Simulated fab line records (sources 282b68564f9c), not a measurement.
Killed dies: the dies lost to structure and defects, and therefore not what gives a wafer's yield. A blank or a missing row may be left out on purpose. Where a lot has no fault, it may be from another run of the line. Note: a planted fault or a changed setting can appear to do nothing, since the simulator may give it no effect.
Which of the tools did it? / flow ritCmos / 14 lots with 42 wafers sampled at 4 steps, on a route of 202 steps

## WHAT EACH GAUGE READ, for each wafer
RIT_FOX2_THK_MEAS_01. Usual: FOX2_OXIDE_THK gives 351 nm (standard deviation 5).
lot=L325; measured=day 2 00:13; on=filmMetro-02; FOX2_OXIDE_THK (nm)=353 347 344; flag=
lot=L326; measured=day 2 07:07; on=filmMetro-02; FOX2_OXIDE_THK (nm)=346 355 353; flag=
lot=L327; measured=day 2 11:31; on=filmMetro-02; FOX2_OXIDE_THK (nm)=352 353 359; flag=
lot=L328; measured=day 2 15:22; on=filmMetro-01; FOX2_OXIDE_THK (nm)=356 356 355; flag=
lot=L329; measured=day 2 22:58; on=filmMetro-04; FOX2_OXIDE_THK (nm)=344 351 341; flag=
lot=L330; measured=day 3 02:29; on=filmMetro-04; FOX2_OXIDE_THK (nm)=352 356 352; flag=
lot=L331; measured=day 3 07:17; on=filmMetro-01; FOX2_OXIDE_THK (nm)=352 358 348; flag=
lot=L332; measured=day 3 16:31; on=filmMetro-01; FOX2_OXIDE_THK (nm)=352 352 352; flag=
lot=L333; measured=day 3 19:10; on=filmMetro-01; FOX2_OXIDE_THK (nm)=360 358 359; flag=
lot=L334; measured=day 4 00:10; on=filmMetro-04; FOX2_OXIDE_THK (nm)=449 449 456; flag=OFF
lot=L335; measured=day 4 03:44; on=filmMetro-04; FOX2_OXIDE_THK (nm)=355 347 356; flag=
lot=L336; measured=day 4 08:56; on=filmMetro-01; FOX2_OXIDE_THK (nm)=451 441 445; flag=OFF
lot=L342; measured=day 5 18:02; on=filmMetro-04; FOX2_OXIDE_THK (nm)=355 355 361; flag=
lot=L343; measured=day 5 21:44; on=filmMetro-01; FOX2_OXIDE_THK (nm)=355 353 356; flag=

RIT_FOX2_THK_MEAS_90. Usual: FIELD_OXIDE_LEFT_1_THK gives 324 nm (standard deviation 5).
lot=L325; measured=day 2 01:06; on=filmMetro-01; FIELD_OXIDE_LEFT_1_THK (nm)=326 320 318; flag=
lot=L326; measured=day 2 07:59; on=filmMetro-04; FIELD_OXIDE_LEFT_1_THK (nm)=319 328 325; flag=
lot=L327; measured=day 2 12:24; on=filmMetro-02; FIELD_OXIDE_LEFT_1_THK (nm)=324 325 331; flag=
lot=L328; measured=day 2 16:14; on=filmMetro-01; FIELD_OXIDE_LEFT_1_THK (nm)=329 329 328; flag=
lot=L329; measured=day 2 23:50; on=filmMetro-04; FIELD_OXIDE_LEFT_1_THK (nm)=317 323 314; flag=
lot=L330; measured=day 3 03:22; on=filmMetro-02; FIELD_OXIDE_LEFT_1_THK (nm)=324 329 325; flag=
lot=L331; measured=day 3 08:14; on=filmMetro-04; FIELD_OXIDE_LEFT_1_THK (nm)=324 331 320; flag=
lot=L332; measured=day 3 17:24; on=filmMetro-02; FIELD_OXIDE_LEFT_1_THK (nm)=324 325 325; flag=
lot=L333; measured=day 3 20:03; on=filmMetro-01; FIELD_OXIDE_LEFT_1_THK (nm)=333 331 332; flag=
lot=L334; measured=day 4 01:03; on=filmMetro-01; FIELD_OXIDE_LEFT_1_THK (nm)=422 422 428; flag=OFF
lot=L335; measured=day 4 04:37; on=filmMetro-01; FIELD_OXIDE_LEFT_1_THK (nm)=328 320 329; flag=
lot=L336; measured=day 4 09:49; on=filmMetro-02; FIELD_OXIDE_LEFT_1_THK (nm)=424 414 418; flag=OFF
lot=L342; measured=day 5 18:55; on=filmMetro-04; FIELD_OXIDE_LEFT_1_THK (nm)=328 328 333; flag=
lot=L343; measured=day 5 22:37; on=filmMetro-02; FIELD_OXIDE_LEFT_1_THK (nm)=328 326 329; flag=

RIT_FOX2_THK_MEAS_91. Usual: FIELD_OXIDE_LEFT_2_THK gives 256 nm (standard deviation 4.9).
lot=L325; measured=day 2 13:13; on=filmMetro-04; FIELD_OXIDE_LEFT_2_THK (nm)=258 252 249; flag=
lot=L326; measured=day 2 20:39; on=filmMetro-01; FIELD_OXIDE_LEFT_2_THK (nm)=251 260 258; flag=
lot=L327; measured=day 3 01:40; on=filmMetro-02; FIELD_OXIDE_LEFT_2_THK (nm)=256 257 262; flag=
lot=L328; measured=day 3 07:12; on=filmMetro-04; FIELD_OXIDE_LEFT_2_THK (nm)=262 262 261; flag=
lot=L329; measured=day 3 12:14; on=filmMetro-04; FIELD_OXIDE_LEFT_2_THK (nm)=250 256 247; flag=
lot=L330; measured=day 3 16:16; on=filmMetro-02; FIELD_OXIDE_LEFT_2_THK (nm)=255 260 257; flag=
lot=L331; measured=day 3 21:27; on=filmMetro-04; FIELD_OXIDE_LEFT_2_THK (nm)=257 263 252; flag=
lot=L332; measured=day 4 06:26; on=filmMetro-01; FIELD_OXIDE_LEFT_2_THK (nm)=256 256 257; flag=
lot=L333; measured=day 4 10:37; on=filmMetro-02; FIELD_OXIDE_LEFT_2_THK (nm)=265 263 265; flag=
lot=L334; measured=day 4 14:01; on=filmMetro-02; FIELD_OXIDE_LEFT_2_THK (nm)=354 354 360; flag=OFF
lot=L335; measured=day 4 18:47; on=filmMetro-01; FIELD_OXIDE_LEFT_2_THK (nm)=258 250 259; flag=
lot=L336; measured=day 5 00:38; on=filmMetro-01; FIELD_OXIDE_LEFT_2_THK (nm)=355 345 350; flag=OFF
lot=L342; measured=day 6 07:47; on=filmMetro-04; FIELD_OXIDE_LEFT_2_THK (nm)=260 260 265; flag=
lot=L343; measured=day 6 14:57; on=filmMetro-01; FIELD_OXIDE_LEFT_2_THK (nm)=260 257 260; flag=

## TOOL THAT RAN EACH LOT (tool first, then ch and the chambers of the sampled wafers, then the start)
lot=L325; RIT_FOX2_OXIDATION_00=furnace-01 ch 0, day 1 22:54
lot=L326; RIT_FOX2_OXIDATION_00=furnace-03 ch 0, day 2 05:47
lot=L327; RIT_FOX2_OXIDATION_00=furnace-03 ch 0, day 2 10:10
lot=L328; RIT_FOX2_OXIDATION_00=furnace-03 ch 0, day 2 14:02
lot=L329; RIT_FOX2_OXIDATION_00=furnace-04 ch 0, day 2 21:38
lot=L330; RIT_FOX2_OXIDATION_00=furnace-03 ch 0, day 3 01:09
lot=L331; RIT_FOX2_OXIDATION_00=furnace-03 ch 0, day 3 05:58
lot=L332; RIT_FOX2_OXIDATION_00=furnace-01 ch 0, day 3 15:13
lot=L333; RIT_FOX2_OXIDATION_00=furnace-01 ch 0, day 3 17:51
lot=L334; RIT_FOX2_OXIDATION_00=furnace-01 ch 0, day 3 22:50
lot=L335; RIT_FOX2_OXIDATION_00=furnace-04 ch 0, day 4 02:24
lot=L336; RIT_FOX2_OXIDATION_00=furnace-01 ch 0, day 4 07:38
lot=L342; RIT_FOX2_OXIDATION_00=furnace-03 ch 0, day 5 16:43
lot=L343; RIT_FOX2_OXIDATION_00=furnace-03 ch 0, day 5 20:25
- RIT_FOX2_OXIDATION_00: target thk 350.7 nm, ox time 1130 s.

## WHAT THE TOOLS THEMSELVES READ (means of the sampled wafers that have a number; where no wafer has one, the mark that the record gives instead)
RIT_FOX2_OXIDATION_00. Usual: oxTempC 1100.0 C, standard deviation 0.42; spikeTcSourceC 1124 C, standard deviation 4.1.
lot=L325; tool=furnace-01; oxTempC (C)=1100.2; spikeTcSourceC (C)=1121; flag=
lot=L326; tool=furnace-03; oxTempC (C)=1099.8; spikeTcSourceC (C)=1124; flag=
lot=L327; tool=furnace-03; oxTempC (C)=1099.8; spikeTcSourceC (C)=1125; flag=
lot=L328; tool=furnace-03; oxTempC (C)=1100.2; spikeTcSourceC (C)=1126; flag=
lot=L329; tool=furnace-04; oxTempC (C)=1099.9; spikeTcSourceC (C)=1131; flag=
lot=L330; tool=furnace-03; oxTempC (C)=1100.0; spikeTcSourceC (C)=1125; flag=
lot=L331; tool=furnace-03; oxTempC (C)=1100.1; spikeTcSourceC (C)=1125; flag=
lot=L332; tool=furnace-01; oxTempC (C)=1100.4; spikeTcSourceC (C)=1120; flag=
lot=L333; tool=furnace-01; oxTempC (C)=1100.6; spikeTcSourceC (C)=1120; flag=
lot=L334; tool=furnace-01; oxTempC (C)=1100.3; spikeTcSourceC (C)=1120; flag=
lot=L335; tool=furnace-04; oxTempC (C)=1099.8; spikeTcSourceC (C)=1131; flag=
lot=L336; tool=furnace-01; oxTempC (C)=1100.5; spikeTcSourceC (C)=1121; flag=
lot=L342; tool=furnace-03; oxTempC (C)=1100.3; spikeTcSourceC (C)=1124; flag=
lot=L343; tool=furnace-03; oxTempC (C)=1099.8; spikeTcSourceC (C)=1125; flag=

## THE ANSWER, worked out from the rows above alone
Rule: a lot is off if the mean of its wafers that have a number lies more than 3 standard deviations from the usual mean. Also off: a lot with no number at a reading for which 4 or more lots have one. All remaining lots with rows at the step are treated as sound. After the gauges, taken in route order, come the tools' own readings; for these a lot's mean is taken, as printed above. The first step at which some lot is off is used, and at that step the reading that is off furthest; a lot without a number counts as furthest.
Off: L334, L336, seen at RIT_FOX2_THK_MEAS_01 (FOX2_OXIDE_THK).
If a tool, at a process step before that reading, ran all the lots that are off and no sound lot after the first of them, it fits. Gauges at RIT_FOX2_THK_MEAS_01: tried the same way as those tools. One fits: furnace-01 at RIT_FOX2_OXIDATION_00. Its last sound lot is L333 (day 3 17:51), its first lot that is off L334 (day 3 22:50): a fault that began between those two fits.

## WHAT THE SIMULATOR HAD INSERTED
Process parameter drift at RIT_FOX2_OXIDATION_00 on furnace-01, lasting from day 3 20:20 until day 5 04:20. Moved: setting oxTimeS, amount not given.
Struck lots among those shown: L334, L336. Same finding as the rule above.
